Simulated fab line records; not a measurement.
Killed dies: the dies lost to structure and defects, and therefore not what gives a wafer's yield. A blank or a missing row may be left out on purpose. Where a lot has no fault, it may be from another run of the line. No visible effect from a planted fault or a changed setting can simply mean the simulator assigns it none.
Chamber matching + flow berkeleyCmos170 + rieDiel-03 running UCB170_V2_ETCH_14: 4 sister chambers
The step etches SiO2 in CHF3/CF4/Ar, stops on Al, target depth 1250 nm, time 291 s. 7 wafers are shown with their chamber, then 7 later ones without.

## WAFERS PAIRED WITH THEIR CHAMBERS
| wafer  | chamber | drypumpMotorCurrentA (A) | throttleValvePct (%) |
|--------|---------|--------------------------|----------------------|
| L649.5 | 2       | 5.7                      | 7.05                 |
| L650.6 | 0       | 6.4                      | 6.93                 |
| L652.1 | 3       | 6.3                      | 6.99                 |
| L652.3 | 1       | 5.6                      | 7.03                 |
| L652.6 | 3       | 6.3                      | 6.96                 |
| L651.2 | 0       | 6.5                      | 6.93                 |
| L651.3 | 1       | 5.6                      | 7.03                 |

## WAFERS WHOSE CHAMBER IS MISSING
| wafer  | drypumpMotorCurrentA (A) | throttleValvePct (%) |
|--------|--------------------------|----------------------|
| L651.4 | 5.6                      | 7.01                 |
| L654.1 | 6.3                      | 6.96                 |
| L654.3 | 6.3                      | 6.98                 |
| L654.6 | 5.6                      | 7.04                 |
| L660.2 | 5.6                      | 7.03                 |
| L660.4 | 6.3                      | 6.96                 |
| L660.5 | 5.6                      | 7.04                 |

## WHICH CHAMBER EACH WENT THROUGH
| wafer  | from the rows above     | in truth |
|--------|-------------------------|----------|
| L651.4 | 1                       | 1        |
| L654.1 | 3                       | 3        |
| L654.3 | 3                       | 3        |
| L654.6 | can't be placed: 1 or 2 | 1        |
| L660.2 | 1                       | 1        |
| L660.4 | 3                       | 3        |
| L660.5 | can't be placed: 1 or 2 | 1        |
5 of 7 placed correctly. Unplaceable from these rows: 2, with the true chamber sitting among the candidates in 2. Wrongly placed: 0.
How it was worked out, from the rows above alone: a wafer's distance from a chamber is the root of the sum, over the readings, of the square of ((its reading less the chamber's mean) divided by the reading's scatter). The wafer belongs to the nearest chamber; if the next one is less than 2 further off, it can't be placed. For every chamber, the mean is computed from those of its wafers that are shown. The scatter is the square root of a quotient: the sum, over the shown wafers, of each reading's squared deviation from its chamber's mean, divided by wafers minus chambers.
